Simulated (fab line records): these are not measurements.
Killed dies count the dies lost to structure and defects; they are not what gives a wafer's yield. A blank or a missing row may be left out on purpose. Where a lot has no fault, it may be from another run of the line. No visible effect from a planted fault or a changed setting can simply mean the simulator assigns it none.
Check for tools in common -- flow ritCmos -- 9 lots and 27 wafers in the sample

## THE REASON FOR OPENING IT
At RIT_SDANNEAL_RS_MEAS_04 the reading PSD_RS is flagged on 4 of 9 lots. No-fault wafers: 115.90 ohm/sq, standard deviation 0.26.
Rule: a lot is flagged when every wafer of it that has a number lies more than 4 standard deviations from that mean, or none has a number. The other lots count as sound.

lot,measured,on,"PSD_RS (ohm/sq), wafer by wafer",flag
L706,day 3 02:03,filmMetro-03,115.88 115.81 116.16,
L707,day 3 06:16,filmMetro-03,115.97 115.77 115.57,
L708,day 3 12:16,filmMetro-04,115.83 116.11 116.17,
L709,day 3 18:51,filmMetro-04,115.87 115.77 115.97,
L710,day 3 22:43,filmMetro-04,116.39 116.48 115.99,
L711,day 4 03:21,filmMetro-01,50.45 50.42 50.40,FLAGGED
L712,day 4 08:02,filmMetro-01,50.44 50.50 50.52,FLAGGED
L713,day 4 15:13,filmMetro-03,50.71 50.77 50.60,FLAGGED
L714,day 5 00:01,filmMetro-01,50.41 50.39 50.43,FLAGGED
Averaged over the flagged lots the numbers come to 50.50 ohm/sq, -65.40 ohm/sq from the usual (-99 or more standard deviations).

## EACH LOT AND THE TOOL IT RAN ON
The record keeps 1 process step preceding the reading, out of 202 steps on the route. Read each cell as the tool, then ch plus the chambers that the sampled wafers visited, then the start.
lot,flag,RIT_PSD_IMPLANT_08
L706,,"implanter-01 ch 0, day 3 01:14"
L707,,"implanter-03 ch 0, day 3 05:27"
L708,,"implanter-03 ch 0, day 3 11:26"
L709,,"implanter-02 ch 0, day 3 18:01"
L710,,"implanter-01 ch 0, day 3 21:53"
L711,FLAGGED,"implanter-02 ch 0, day 4 02:31"
L712,FLAGGED,"implanter-01 ch 0, day 4 07:15"
L713,FLAGGED,"implanter-01 ch 0, day 4 14:25"
L714,FLAGGED,"implanter-03 ch 0, day 4 23:13"
What these steps do:
- RIT_PSD_IMPLANT_08
- RIT_SDANNEAL_RS_MEAS_04: measures by four-point-probe.

## FLAGGED OVER TOTAL, TOOL BY TOOL (the gauges that took the reading come last)
step,tool,lots run,flagged,share of the flagged lots,sound lots run after its first flagged lot
RIT_PSD_IMPLANT_08,implanter-01,4,2,some,0
RIT_PSD_IMPLANT_08,implanter-02,2,1,some,0
RIT_PSD_IMPLANT_08,implanter-03,3,1,some,0
RIT_SDANNEAL_RS_MEAS_04,filmMetro-01,3,3,some,0
RIT_SDANNEAL_RS_MEAS_04,filmMetro-03,3,1,some,0
RIT_SDANNEAL_RS_MEAS_04,filmMetro-04,3,0,none,-

## WHAT IS ALLOWED BY THE TABLE
No row of the table ran every flagged lot.

## WHAT WAS PUT IN BY THE SIMULATOR
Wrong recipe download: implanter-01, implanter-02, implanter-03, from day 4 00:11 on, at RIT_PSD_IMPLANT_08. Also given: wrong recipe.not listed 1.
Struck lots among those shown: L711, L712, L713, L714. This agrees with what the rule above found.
